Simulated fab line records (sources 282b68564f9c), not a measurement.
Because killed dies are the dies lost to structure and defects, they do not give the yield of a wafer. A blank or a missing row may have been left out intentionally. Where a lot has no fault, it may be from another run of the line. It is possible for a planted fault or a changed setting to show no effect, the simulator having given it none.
fab line records + flow rit_cmos
record:
- lots: 15
- wafers: 45
- last_day: 7
route steps=202 shown CONTACT@171
lots that met no fault: from a run of the same line without faults
start_h: hours from the record's opening day to when the first of the lot's shown wafers began + wait_h: hours elapsed since this lot's preceding step + " repeats the value in the row above + L1.1+2: several wafers, shown together as one row + - value missing, or start not given + * or withheld: withheld + < > ~ a bound
route shown NAME@n: NAME is a module with steps in the file, n the number in the route of the first one + usual: mean/standard deviation of fault-free wafers + same: alike in all rows + chamber/n: place in a boat + sites: per-site readings + _std_site: how widely they spread, as a standard deviation + _edge_site: mean of outer sites minus mean of inner sites + radius_mm: for every site, how far away it sits from the centre of the wafer + mask NAME#n: copy n + behind: the tool/chamber that last shaped the wafer + hold: reason for holding the lot/hours on hold/outcome of the hold + device: names the non-switching transistor (n, p or np) + end of line: the route-end tests of the same wafers + for a step that has no rows: nothing shown but its recipe + killed: dies that structure and defects cost at the first sort, which is not the same as the wafer's yield + map: per-die view of a wafer (x killed, . not killed, _ where there is no die)
set.NAME: setting as actually run; set.NAME@STEP: the setting as run at that earlier step + model.NAME: the simulator's own value behind a step, which no gauge read
the route's steps for a sample of lots (tables are steps, rows are wafers)
== steps ==
step: RIT_CONTACT_COAT_03
recipe:
- resist: NOVOLAK
- spin_rpm: 3250
- resist_thk_nm: 1000
usual:
- dispense_pressure_kPa: 49.4/2.7
- resist_line_temp_C: 23.00/0.11
- spin_speed_rpm: 3249.9/2.3
| lot.wafer | tool           | chamber | start_h | wait_h | dispense_pressure_kPa | resist_line_temp_C | spin_speed_rpm |
|-----------|----------------|---------|---------|--------|-----------------------|--------------------|----------------|
| L110.2    | litho_track-02 | 0       | 51.85   | 0.1    | 47.0                  | 22.95              | 3247.9         |
| L110.3    | "              | 0       | "       | "      | 47.0                  | 22.85              | 3245.6         |
| L110.4    | "              | 0       | "       | "      | 47.0                  | 22.84              | 3247.3         |
| L111.1    | litho_track-04 | 0       | 56.31   | 0.1    | 49.7                  | 23.11              | 3252.6         |
| L111.3    | "              | 0       | "       | "      | 49.7                  | 23.07              | 3251.8         |
| L111.6    | "              | 0       | "       | "      | 49.6                  | 23.10              | 3249.4         |
| L112.3    | litho_track-02 | 0       | 62.87   | 0.1    | 47.0                  | 22.96              | 3247.2         |
| L112.4    | "              | 0       | "       | "      | 47.0                  | 22.83              | 3246.8         |
| L112.5    | "              | 0       | "       | "      | 47.0                  | 22.88              | 3246.1         |
| L113.1    | litho_track-02 | 0       | 67.05   | 0.1    | 47.0                  | 23.05              | 3250.3         |
| L113.2    | "              | 0       | "       | "      | 47.1                  | 23.06              | 3248.0         |
| L113.6    | "              | 0       | "       | "      | 47.0                  | 23.06              | 3255.5         |
| L114.1    | litho_track-04 | 0       | 71.49   | 0.1    | 49.7                  | 22.99              | 3254.4         |
| L114.4    | "              | 0       | "       | "      | 49.7                  | 22.89              | 3251.8         |
| L114.5    | "              | 0       | "       | "      | 49.7                  | 23.00              | 3251.0         |
| L115.1    | litho_track-02 | 0       | 75.98   | 0.1    | 47.0                  | 22.82              | 3252.2         |
| L115.2    | "              | 0       | "       | "      | 47.0                  | 22.96              | 3250.3         |
| L115.6    | "              | 0       | "       | "      | 47.0                  | 22.87              | 3250.4         |
| L116.1    | litho_track-02 | 0       | 83.35   | 0.1    | 47.0                  | 23.01              | 3770.1         |
| L116.4    | "              | 0       | "       | "      | 47.0                  | 23.03              | 3769.4         |
| L116.6    | "              | 0       | "       | "      | 47.0                  | 22.98              | 3774.1         |
| L117.1    | litho_track-02 | 0       | 87.22   | 0.1    | 47.0                  | 22.80              | 3768.5         |
| L117.3    | "              | 0       | "       | "      | 47.0                  | 22.87              | 3770.7         |
| L117.6    | "              | 0       | "       | "      | 47.0                  | 22.84              | 3771.4         |
| L118.1    | litho_track-04 | 0       | 93.27   | 0.1    | 49.7                  | 22.79              | 3247.6         |
| L118.2    | "              | 0       | "       | "      | 49.7                  | 22.80              | 3246.0         |
| L118.4    | "              | 0       | "       | "      | 49.7                  | 22.98              | 3250.9         |
| L119.1    | litho_track-04 | 0       | 95.33   | 0.1    | 49.7                  | 22.94              | 3249.2         |
| L119.3    | "              | 0       | "       | "      | 49.7                  | 22.91              | 3249.0         |
| L119.6    | "              | 0       | "       | "      | 49.7                  | 22.86              | 3253.0         |
| L121.4    | litho_track-02 | 0       | 107.73  | 0.1    | 47.0                  | 22.95              | 3771.1         |
| L121.5    | "              | 0       | "       | "      | 47.0                  | 22.78              | 3774.0         |
| L121.6    | "              | 0       | "       | "      | 47.0                  | 22.83              | 3772.0         |
| L125.1    | litho_track-03 | 0       | 125.18  | 0.1    | 53.6                  | 22.93              | 3250.3         |
| L125.2    | "              | 0       | "       | "      | 53.6                  | 23.13              | 3245.8         |
| L125.4    | "              | 0       | "       | "      | 53.6                  | 23.04              | 3250.7         |
| L129.3    | litho_track-04 | 0       | 147.24  | 0.1    | 49.7                  | 23.07              | 3251.0         |
| L129.4    | "              | 0       | "       | "      | 49.7                  | 23.06              | 3247.9         |
| L129.5    | "              | 0       | "       | "      | 49.7                  | 23.09              | 3245.9         |
| L130.1    | litho_track-03 | 0       | 153.70  | 0.1    | 53.6                  | 22.83              | 3249.4         |
| L130.2    | "              | 0       | "       | "      | 53.7                  | 23.01              | 3253.1         |
| L130.6    | "              | 0       | "       | "      | 53.6                  | 23.01              | 3253.0         |
| L132.3    | litho_track-03 | 0       | 161.74  | 0.1    | 53.6                  | 22.91              | 3248.5         |
| L132.4    | "              | 0       | "       | "      | 53.7                  | 23.14              | 3253.3         |
| L132.5    | "              | 0       | "       | "      | 53.6                  | 23.03              | 3248.2         |
step: RIT_CONTACT_CD_MEAS_08
recipe:
- target_cd_nm: 1000
usual:
- cd_nm: 999.9/2.4
| lot.wafer | tool      | chamber | start_h | wait_h | cd_nm  |
|-----------|-----------|---------|---------|--------|--------|
| L110.2    | cd_sem-01 | -       | 52.78   | -      | 999.2  |
| L110.3    | "         | -       | "       | "      | 998.1  |
| L110.4    | "         | -       | "       | "      | 1000.1 |
| L111.1    | cd_sem-02 | -       | 57.12   | -      | 1000.4 |
| L111.3    | "         | -       | "       | "      | 1004.1 |
| L111.6    | "         | -       | "       | "      | 1004.4 |
| L112.3    | cd_sem-02 | -       | 63.80   | -      | 998.9  |
| L112.4    | "         | -       | "       | "      | 995.2  |
| L112.5    | "         | -       | "       | "      | 996.2  |
| L113.1    | cd_sem-02 | -       | 68.05   | -      | 999.1  |
| L113.2    | "         | -       | "       | "      | 1000.2 |
| L113.6    | "         | -       | "       | "      | 996.3  |
| L114.1    | cd_sem-02 | -       | 72.31   | -      | 999.2  |
| L114.4    | "         | -       | "       | "      | 998.6  |
| L114.5    | "         | -       | "       | "      | 999.2  |
| L115.1    | cd_sem-02 | -       | 76.92   | -      | 997.3  |
| L115.2    | "         | -       | "       | "      | 997.1  |
| L115.6    | "         | -       | "       | "      | 995.5  |
| L116.1    | cd_sem-02 | -       | 84.17   | -      | 1007.8 |
| L116.4    | "         | -       | "       | "      | 1006.9 |
| L116.6    | "         | -       | "       | "      | 1004.9 |
| L117.1    | cd_sem-02 | -       | 88.16   | -      | 1010.2 |
| L117.3    | "         | -       | "       | "      | 1008.4 |
| L117.6    | "         | -       | "       | "      | 1010.7 |
| L118.1    | cd_sem-02 | -       | 94.21   | -      | 999.9  |
| L118.2    | "         | -       | "       | "      | 1002.5 |
| L118.4    | "         | -       | "       | "      | 1001.0 |
| L119.1    | cd_sem-02 | -       | 96.15   | -      | 998.6  |
| L119.3    | "         | -       | "       | "      | 997.4  |
| L119.6    | "         | -       | "       | "      | 996.9  |
| L121.4    | cd_sem-02 | -       | 108.53  | -      | 1003.2 |
| L121.5    | "         | -       | "       | "      | 1003.6 |
| L121.6    | "         | -       | "       | "      | 1002.0 |
| L125.1    | cd_sem-02 | -       | 126.12  | -      | 1001.9 |
| L125.2    | "         | -       | "       | "      | 1000.9 |
| L125.4    | "         | -       | "       | "      | 1001.5 |
| L129.3    | cd_sem-02 | -       | 148.17  | -      | 1000.5 |
| L129.4    | "         | -       | "       | "      | 1000.8 |
| L129.5    | "         | -       | "       | "      | 1000.2 |
| L130.1    | cd_sem-02 | -       | 154.64  | -      | 1000.8 |
| L130.2    | "         | -       | "       | "      | 1000.8 |
| L130.6    | "         | -       | "       | "      | 1001.4 |
| L132.3    | cd_sem-01 | -       | 162.67  | -      | 997.3  |
| L132.4    | "         | -       | "       | "      | 998.1  |
| L132.5    | "         | -       | "       | "      | 999.0  |
== key ==
first_sign:
- step: RIT_CONTACT_COAT_03
- reading: spin_speed_rpm
- direction: up
- sigmas: 99+
- usual: 3249.9
- struck: 3771.3
effect:
- step: RIT_CONTACT_CD_MEAS_08
- reading: cd_nm
- direction: up
- sigmas: 2.7
- usual: 999.9
- struck: 1006.4
met_at RIT_CONTACT_COAT_03
struck_lots L116,L117,L121
tester_left_out L116,L117,L121
onset_between 75.98 83.35
fault:
- kind: process_parameter_drift
- tool: litho_track-02
- chamber: -
- onset_h: 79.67
- steps: RIT_CONTACT_COAT_03
- channel: spin_rpm
- offset: 520.37
- shape: step
- end_h: 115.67
- acts_in: these_recipes_only
- stated: 3250
tester_left_out: of these lots the tester's yield and bins aren't shown, on N5 and GAA mostly nor the transistor test; their killed dies are dies lost to structure and defects alone, not to doping, threshold or leakage, so they don't give the yield
